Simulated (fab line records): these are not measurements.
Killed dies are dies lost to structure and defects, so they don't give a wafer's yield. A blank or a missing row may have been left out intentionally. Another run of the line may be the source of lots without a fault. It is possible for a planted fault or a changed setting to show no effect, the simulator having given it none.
Matching of chambers :: flow ritCmos :: RIT_GATE_ETCH_19 on rieSi-01: 4 sister chambers
The step etches poly-Si in SF6/CHF3/O2, stops on SiO2, time 165 s, target depth 312.5 nm. 16 wafers are shown with their chamber, then 8 later ones without.

== WAFERS, EACH WITH ITS CHAMBER ==
wafer: L328.1
chamber: 2
throttleValvePct (%): 10.31
drypumpMotorCurrentA (A): 6.3
runLengthS (s): 193.7

wafer: L328.4
chamber: 1
throttleValvePct (%): 9.98
drypumpMotorCurrentA (A): 6.5
runLengthS (s): 192.7

wafer: L328.6
chamber: 1
throttleValvePct (%): 9.97
drypumpMotorCurrentA (A): 6.5
runLengthS (s): 192.8

wafer: L332.2
chamber: 1
throttleValvePct (%): 9.97
drypumpMotorCurrentA (A): 6.5
runLengthS (s): 192.7

wafer: L332.4
chamber: 3
throttleValvePct (%): 10.24
drypumpMotorCurrentA (A): 5.7
runLengthS (s): 192.9

wafer: L332.6
chamber: 3
throttleValvePct (%): 10.25
drypumpMotorCurrentA (A): 5.6
runLengthS (s): 192.7

wafer: L334.1
chamber: 1
throttleValvePct (%): 9.97
drypumpMotorCurrentA (A): 6.5
runLengthS (s): 192.3

wafer: L334.2
chamber: 2
throttleValvePct (%): 10.29
drypumpMotorCurrentA (A): 6.4
runLengthS (s): 193.6

wafer: L334.6
chamber: 3
throttleValvePct (%): 10.25
drypumpMotorCurrentA (A): 5.7
runLengthS (s): 193.0

wafer: L338.1
chamber: 2
throttleValvePct (%): 10.30
drypumpMotorCurrentA (A): 6.4
runLengthS (s): 193.3

wafer: L338.2
chamber: 1
throttleValvePct (%): 9.97
drypumpMotorCurrentA (A): 6.5
runLengthS (s): 192.3

wafer: L338.6
chamber: 2
throttleValvePct (%): 10.31
drypumpMotorCurrentA (A): 6.3
runLengthS (s): 193.7

wafer: L342.3
chamber: 0
throttleValvePct (%): 10.11
drypumpMotorCurrentA (A): 6.1
runLengthS (s): 193.5

wafer: L342.5
chamber: 3
throttleValvePct (%): 10.23
drypumpMotorCurrentA (A): 5.7
runLengthS (s): 192.9

wafer: L342.6
chamber: 2
throttleValvePct (%): 10.31
drypumpMotorCurrentA (A): 6.4
runLengthS (s): 194.0

wafer: L344.3
chamber: 0
throttleValvePct (%): 10.13
drypumpMotorCurrentA (A): 6.1
runLengthS (s): 193.3

SIGNATURES, as means of the wafers listed above
reading: throttleValvePct
chamber 0: 10.1200
chamber 1: 9.9720
chamber 2: 10.3040
chamber 3: 10.2425
scatter within a chamber: 0.00854

reading: drypumpMotorCurrentA
chamber 0: 6.100
chamber 1: 6.500
chamber 2: 6.360
chamber 3: 5.675
scatter within a chamber: 0.0403

reading: runLengthS
chamber 0: 193.400
chamber 1: 192.560
chamber 2: 193.660
chamber 3: 192.875
scatter within a chamber: 0.214
Rule: for a wafer and a chamber, the distance is found by dividing, reading by reading, the gap between the wafer's reading and the chamber's mean by the reading's scatter, squaring, summing and taking the root. If the next closest chamber is less than 2 further off than the closest, the wafer can't be placed; otherwise it belongs to the closest. How the scatter is found: for the shown wafers, subtract from each reading the mean of its chamber, square and add these, divide the total by (wafers less chambers), then take the root.

== WAFERS MISSING THEIR CHAMBER ==
wafer: L344.4
throttleValvePct (%): 10.32
drypumpMotorCurrentA (A): 6.4
runLengthS (s): 193.5

wafer: L344.5
throttleValvePct (%): 10.32
drypumpMotorCurrentA (A): 6.3
runLengthS (s): 193.5

wafer: L348.1
throttleValvePct (%): 10.12
drypumpMotorCurrentA (A): 6.0
runLengthS (s): 194.1

wafer: L348.5
throttleValvePct (%): 9.97
drypumpMotorCurrentA (A): 6.5
runLengthS (s): 192.7

wafer: L348.6
throttleValvePct (%): 10.31
drypumpMotorCurrentA (A): 6.3
runLengthS (s): 193.7

wafer: L350.2
throttleValvePct (%): 10.32
drypumpMotorCurrentA (A): 6.4
runLengthS (s): 193.5

wafer: L350.4
throttleValvePct (%): 10.23
drypumpMotorCurrentA (A): 5.6
runLengthS (s): 193.0

wafer: L350.5
throttleValvePct (%): 10.30
drypumpMotorCurrentA (A): 6.4
runLengthS (s): 193.5

== CHAMBER TAKEN BY EACH ==
wafer: L344.4
from the rows above: 2
in truth: 2

wafer: L344.5
from the rows above: 2
in truth: 2

wafer: L348.1
from the rows above: 0
in truth: 0

wafer: L348.5
from the rows above: 1
in truth: 1

wafer: L348.6
from the rows above: 2
in truth: 2

wafer: L350.2
from the rows above: 2
in truth: 2

wafer: L350.4
from the rows above: 3
in truth: 3

wafer: L350.5
from the rows above: 2
in truth: 2
Placed correctly: 8 of 8. Can't be placed from these rows: 0. Number placed wrongly: 0.
